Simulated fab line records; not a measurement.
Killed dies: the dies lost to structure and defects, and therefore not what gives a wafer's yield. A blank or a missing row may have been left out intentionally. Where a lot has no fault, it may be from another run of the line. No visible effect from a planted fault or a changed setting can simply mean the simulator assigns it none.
Struck lot and sound lot, side by side    flow rit-cmos    19 steps out of a route of 202
Sound: wafers L572.1, L572.2, L572.3. Struck: wafers L574.1, L574.2, L574.3. The cause comes at the end.
Each step with rows lists, per side, the tool, then ch with its chambers, then its first start. Under that, the readings that differ: sound wafers    struck wafers    difference of the means    sigmas: that difference in standard deviations of wafers without a fault.
alike: readings whose means differ by less than 2 such deviations, and words and numbers that are the same on both sides. not compared: withheld readings, readings that some wafer has no value for, bounds like >300 that may hide the same value, and numbers for which the record gives no deviation and whose values overlap.
The two part at a step that has a row with sigmas, a row that says differs or no value, or rows on one side only. Numbers that have no deviation but don't overlap get no sigmas and don't part them. Lack of a reading on every wafer of one side parts them only where that side has two or more wafers.

first, 1 step without rows for these wafers: RIT_GATE_CLEAN_04 (cleans in dHF, time 60 s).
RIT_FOX2_THK_MEAS_91:
  sound on film-metro-01, day 4 13:58; struck on film-metro-02, day 5 00:17
  alike: FIELD_OXIDE_LEFT_2_THK
then, 2 steps without rows for these wafers: RIT_GATE_OXIDATION_05 (target thk 3 nm, ox time 270 s); RIT_GATE_ANNEAL_06 (time 600 s).
RIT_GATE_THK_MEAS_07:
  sound on film-metro-01, day 4 17:55; struck on film-metro-04, day 5 01:59
  alike: GATE_OXIDE_THK
then, 1 step without rows for these wafers: RIT_GATE_CVD_08 (deposits poly-Si from SiH4, target thk 250 nm, time 2220 s).
RIT_GATE_THK_MEAS_09:
  sound on film-metro-02, day 4 19:36; struck on film-metro-01, day 5 03:40
  alike: GATE_POLY_THK
then, 5 steps without rows for these wafers: RIT_GATE_HMDS_10 (prime time 60 s); RIT_GATE_COAT_11 (resist thk 850 nm); RIT_GATE_SOFTBAKE_12 (time 60 s); RIT_GATE_EXPOSE_13 (exposes mask M6, target cd 150 nm); RIT_GATE_PEB_14.
RIT_GATE_DEVELOP_15: develop time 50 s.
  sound on litho-track-03 ch 0, day 4 20:00; struck on litho-track-04 ch 0, day 5 04:00
RIT_GATE_CD_MEAS_16: target cd 150 nm.
  sound on cd-sem-02, day 4 20:38; struck on cd-sem-01, day 5 04:40
reading     sound              struck             difference  sigmas
cd-nm (nm)  147.4 150.0 147.4  153.9 153.7 155.1  +6.0        +2
RIT_GATE_OVL_MEAS_17:
  sound on overlay-01, day 4 20:45; struck on overlay-01, day 5 04:47
  alike: GATE_OVL
then, 1 step without rows for these wafers: RIT_GATE_HARDBAKE_18 (time 60 s).
RIT_GATE_ETCH_19: etches poly-Si in SF6/CHF3/O2, stops on SiO2, time 165 s, target depth 312.5 nm.
  sound on rie-si-01 ch 1,2,3, day 4 20:56; struck on rie-si-01 ch 0,2,3, day 5 04:59
reading                sound              struck             difference  sigmas
model.GATE.cd-nm (nm)  147.2 150.2 147.1  154.2 153.9 155.3  +6.3        
  alike: O2_flow_sccm, SF6_flow_sccm, chamber-pressure-mTorr, drypump-motor-current-A, oes-product-au, throttle-valve-pct
  not compared: rf-hours-counter-h
RIT_GATE_STRIP_20: strips in O2, time 180 s.
  sound on plasma-asher-03 ch 0,1, day 4 21:03; struck on plasma-asher-04 ch 0,1, day 5 05:05
  alike: chamber-pressure-mTorr, drypump-motor-current-A
  not compared: rf-hours-counter-h
RIT_M1_PROBE_99:
  sound on prober-02, day 5 16:45; struck on prober-02, day 6 05:15
reading                               sound              struck             difference  sigmas
model.etest.pmos_0p15.r-on-ohm-um     2823 2777 2793     2890 2898 2907     +101        
model.etest.nmos_0p15.drive-ua-um     487 489.7 490.1    438.9 443.4 438.4  -48.7       
model.etest.pmos_0p15.drive-ua-um     253.7 258.3 258.3  238.5 239 240.5    -17.4       
model.etest.npoly-line.line-ohm-um    173.5 166.2 174    160.5 160.8 158.8  -11.2       
model.etest.ppoly-line.line-ohm-um    166.4 160 167.2    154.5 150.6 150.2  -12.8       
model.etest.npoly-line.width-nm (nm)  96.75 101.2 98.9   105.7 105.4 106.8  +7.0        
model.etest.ppoly-line.width-nm (nm)  99.08 102.3 99.5   106.2 105.8 107.1  +6.1        
model.etest.ring.delay-ps             26.27 26.62 26.3   28.8 28.63 29.02   +2.4        
  alike: killed-at-contacts, killed-at-front-end, killed-dies, killed-open, killed-short

== WHERE THEY PART ==
Only at RIT_GATE_CD_MEAS_16, within this record. Later steps at which nothing parts them and some readings are alike: RIT_GATE_OVL_MEAS_17, RIT_GATE_ETCH_19, RIT_GATE_STRIP_20, RIT_M1_PROBE_99.

WHY: what the simulator had put in
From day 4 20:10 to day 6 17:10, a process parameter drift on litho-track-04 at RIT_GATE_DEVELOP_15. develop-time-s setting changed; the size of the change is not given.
